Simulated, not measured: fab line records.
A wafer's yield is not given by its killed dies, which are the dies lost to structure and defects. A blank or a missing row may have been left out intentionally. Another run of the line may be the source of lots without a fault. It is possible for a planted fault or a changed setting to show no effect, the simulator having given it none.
Split-lot trial	flow berkeley cmos170	route with 331 steps; 5 lots, 27 wafers read

ABOUT THE SPLIT
At UCB170_START_OXIDATION_02 (target thk 20 nm, ox time 1800 s), the setting ox time s was moved away from the recipe's 1800 s on 24 of the 27 wafers read, by -32.2% to +57.1%. This setting was run at the recipe's value on the other wafers.

The file shows no step between the split and the reading.

THE READING
Values of START_OXIDE_THK in nm from UCB170_START_THK_MEAS_03. On this fab line, fault-free wafers typically give 19.8 nm with a standard deviation of 0.31 nm.

wafer	tool, chamber at the split	ox time s as run, s	against the recipe	START_OXIDE_THK, nm	against lot-mates on the recipe
L075.1	-, -	1220	-32.2%	15.4	no lot-mate on the recipe
L075.2	-, -	1220	-32.2%	15.5	no lot-mate on the recipe
L075.3	-, -	1220	-32.2%	15.6	no lot-mate on the recipe
L075.4	-, -	1220	-32.2%	15.9	no lot-mate on the recipe
L075.5	-, -	1220	-32.2%	15.8	no lot-mate on the recipe
L075.6	-, -	1220	-32.2%	15.8	no lot-mate on the recipe
L076.1	-, -	1382	-23.2%	16.7	no lot-mate on the recipe
L076.2	-, -	1382	-23.2%	16.6	no lot-mate on the recipe
L076.3	-, -	1382	-23.2%	16.2	no lot-mate on the recipe
L076.4	-, -	1382	-23.2%	16.3	no lot-mate on the recipe
L076.5	-, -	1382	-23.2%	16.5	no lot-mate on the recipe
L076.6	-, -	1382	-23.2%	16.8	no lot-mate on the recipe
L077.1	-, -	2648	+47.1%	25.7	no lot-mate on the recipe
L077.2	-, -	2648	+47.1%	25.8	no lot-mate on the recipe
L077.3	-, -	2648	+47.1%	25.5	no lot-mate on the recipe
L077.4	-, -	2648	+47.1%	25.5	no lot-mate on the recipe
L077.5	-, -	2648	+47.1%	25.6	no lot-mate on the recipe
L077.6	-, -	2648	+47.1%	25.5	no lot-mate on the recipe
L078.1	-, -	2828	+57.1%	26.4	no lot-mate on the recipe
L078.2	-, -	2828	+57.1%	26.7	no lot-mate on the recipe
L078.3	-, -	2828	+57.1%	26.3	no lot-mate on the recipe
L078.4	-, -	2828	+57.1%	26.4	no lot-mate on the recipe
L078.5	-, -	2828	+57.1%	26.6	no lot-mate on the recipe
L078.6	-, -	2828	+57.1%	26.6	no lot-mate on the recipe
L080.1	furnace-04, 0	1800	recipe	19.7	-
L080.4	furnace-04, 0	1800	recipe	19.5	-
L080.5	furnace-04, 0	1800	recipe	19.6	-

FIT RESULTS
A straight line over all 27 wafers: START_OXIDE_THK changes by +0.124 nm for each +1% of ox time s; r = +1.00; the points scatter about the line by 0.22 nm.
Too few moved wafers with a lot-mate on the recipe to fit a line net of each lot's own level.

THE WHOLE CHAIN: every reading that the file lists as answering this split, in the file's order
step	what it does	reading	change (the file's fit)	r (the file's)
UCB170_START_OXIDATION_02	target thk 20 nm, ox time 1800 s	SiO2_of_START_OXIDATION_02.thk nm (the simulator's own value, which no gauge read)	+0.124 nm for each +1% of the setting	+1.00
UCB170_START_THK_MEAS_03		START_OXIDE_THK	+0.124 for each +1% of the setting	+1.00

THE FILE'S OWN FIT
START_OXIDE_THK changes by +0.124 nm for each +1% of ox time s, r = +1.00.
